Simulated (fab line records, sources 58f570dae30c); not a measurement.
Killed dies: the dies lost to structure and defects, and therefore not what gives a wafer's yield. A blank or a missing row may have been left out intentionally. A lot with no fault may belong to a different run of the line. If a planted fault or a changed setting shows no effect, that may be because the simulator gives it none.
Which of the tools did it?    flow berkeley cmos170    Sampling: 13 lots, 39 wafers, 5 of 331 route steps

WHAT EACH GAUGE READ, for each wafer
UCB170_FIELD_THK_MEAS_02. Usual: FIELD_OXIDE_THK typically reads 554 nm, with standard deviation 15.
lot   measured      on             FIELD_OXIDE_THK (nm)  flag
L582  day 5 03:04   film metro-02  554 556 552           
L585  day 5 13:35   film metro-02  537 530 529           
L584  day 5 13:36   film metro-03  534 535 541           
L586  day 6 02:46   film metro-02  549 542 535           
L595  day 7 15:55   film metro-03  554 561 555           
L597  day 8 06:16   film metro-02  544 543 554           
L596  day 8 06:19   film metro-02  559 564 560           
L598  day 8 06:23   film metro-04  562 555 553           
L599  day 8 20:52   film metro-03  551 572 567           
L600  day 8 20:52   film metro-02  578 580 571           
L602  day 9 22:56   film metro-02  533 541 546           
L604  day 10 08:41  film metro-02  570 570 560           
L605  day 10 08:43  film metro-03  574 563 567           

UCB170_SCREENOX_THK_MEAS_02. Usual: SCREENOX_OXIDE_THK typically reads 14.50 nm, with standard deviation 0.24.
lot   measured      on             SCREENOX_OXIDE_THK (nm)  flag
L582  day 5 22:40   film metro-03  14.21 14.33 14.34        
L585  day 6 10:47   film metro-03  14.84 14.63 14.57        
L584  day 6 10:49   film metro-01  14.55 14.76 14.46        
L586  day 7 00:22   film metro-03  14.44 14.40 14.33        
L595  day 8 13:16   film metro-02  14.28 14.45 14.42        
L597  day 9 07:38   film metro-02  14.91 14.78 14.82        
L596  day 9 07:34   film metro-02  14.65 14.77 14.85        
L598  day 9 07:35   film metro-01  14.68 14.56 14.52        
L599  day 9 23:40   film metro-01  14.62 14.49 14.47        
L600  day 9 23:40   film metro-02  14.31 14.26 14.54        
L602  day 10 22:36  film metro-01  14.70 14.49 14.42        
L604  day 11 11:31  film metro-02  14.30 14.52 14.41        
L605  day 11 11:32  film metro-01  14.55 14.05 14.26        

UCB170_PVT_TW_MEAS_09. Usual: PVT_TW typically reads 510, with standard deviation 3.7.
lot   measured      on             PVT_TW       flag
L582  day 6 07:30   film metro-03  512 509 510  
L585  day 6 21:41   film metro-03  511 511 512  
L584  day 6 21:52   film metro-03  508 512 510  
L586  day 7 10:14   film metro-04  514 513 511  
L595  day 8 21:37   film metro-02  505 505 506  
L597  day 9 20:40   film metro-04  514 519 515  
L596  day 9 20:18   film metro-02  509 508 508  
L598  day 9 20:35   film metro-02  509 504 508  
L599  day 10 09:33  film metro-04  518 516 515  
L600  day 10 09:14  film metro-03  510 511 509  
L602  day 11 08:19  film metro-03  508 508 506  
L604  day 11 21:29  film metro-02  510 511 507  
L605  day 11 20:37  film metro-03  507 510 507  

UCB170_NLDD_CD_MEAS_06: the cd target is 1200 nm. Usual: cd nm 1200.1 nm, standard deviation 1.8.
lot   measured      on         cd nm (nm)            flag
L582  day 7 03:29   cd sem-01  1201.0 1200.6 1201.2  
L585  day 7 17:47   cd sem-02  1199.7 1198.8 1200.1  
L584  day 7 18:07   cd sem-02  1199.4 1198.7 1198.8  
L586  day 8 05:45   cd sem-01  961.3 961.5 959.9     OFF
L595  day 9 23:44   cd sem-02  1204.7 1203.8 1203.8  
L597  day 10 15:45  cd sem-01  1199.4 1200.1 1199.7  
L596  day 10 15:01  cd sem-01  1197.5 1199.3 1198.4  
L598  day 10 15:36  cd sem-02  1199.7 1201.6 1200.4  
L599  day 11 06:47  cd sem-01  1201.2 1200.7 1202.8  
L600  day 11 06:41  cd sem-02  1200.0 1200.9 1200.3  
L602  day 12 02:31  cd sem-02  1200.6 1200.2 1200.5  
L604  day 12 19:13  cd sem-01  1201.9 1202.1 1201.3  
L605  day 12 19:07  cd sem-01  1200.6 1199.7 1199.4  

TOOL THAT RAN EACH LOT (tool first, then ch and the chambers of the sampled wafers, then the start)
lot   UCB170_NLDD_EXPOSE_03
L582  krf scanner-01 ch 0, day 7 03:06
L585  krf scanner-02 ch 0, day 7 17:16
L584  krf scanner-01 ch 0, day 7 17:41
L586  krf scanner-01 ch 0, day 8 04:59
L595  krf scanner-01 ch 0, day 9 23:01
L597  krf scanner-01 ch 0, day 10 15:00
L596  krf scanner-02 ch 0, day 10 14:14
L598  krf scanner-02 ch 0, day 10 14:46
L599  krf scanner-01 ch 0, day 11 06:21
L600  krf scanner-02 ch 0, day 11 06:07
L602  krf scanner-01 ch 0, day 12 02:08
L604  krf scanner-01 ch 0, day 12 18:29
L605  krf scanner-01 ch 0, day 12 18:23
- UCB170_NLDD_EXPOSE_03: exposes mask NSELECT, target cd 1200 nm.

AS READ BY THE TOOLS THEMSELVES (means over the sampled wafers that have a number; for cases with no such wafer, the mark the record gives instead)
UCB170_NLDD_EXPOSE_03. Usual: exposure dose mJ cm2 30.01, standard deviation 0.092.
lot   tool            exposure dose mJ cm2  flag
L582  krf scanner-01  29.97                 
L585  krf scanner-02  29.96                 
L584  krf scanner-01  29.98                 
L586  krf scanner-01  30.00                 
L595  krf scanner-01  29.96                 
L597  krf scanner-01  29.94                 
L596  krf scanner-02  30.20                 
L598  krf scanner-02  30.23                 
L599  krf scanner-01  29.98                 
L600  krf scanner-02  30.21                 
L602  krf scanner-01  29.94                 
L604  krf scanner-01  29.94                 
L605  krf scanner-01  29.98                 

THE ANSWER, worked out from the rows above alone
Rule: a lot is off if the mean of its wafers that have a number lies more than 3 standard deviations from the usual mean. Also off: a lot with no number at a reading for which 4 or more lots have one. Any other lot the step has rows for is counted as sound. After the gauges, taken in route order, come the tools' own readings; for these a lot's mean is taken, as printed above. At the first step where some lot is off, the reading lying furthest off is the one used; lots without a number count as furthest.
Off: L586, at UCB170_NLDD_CD_MEAS_06 (cd nm).
If a tool, at a process step before that reading, ran all the lots that are off and no sound lot after the first of them, it fits. Those tools and the gauges at UCB170_NLDD_CD_MEAS_06 are tried in the same way. None of those tried fits.

WHAT HAD BEEN PUT IN BY THE SIMULATOR
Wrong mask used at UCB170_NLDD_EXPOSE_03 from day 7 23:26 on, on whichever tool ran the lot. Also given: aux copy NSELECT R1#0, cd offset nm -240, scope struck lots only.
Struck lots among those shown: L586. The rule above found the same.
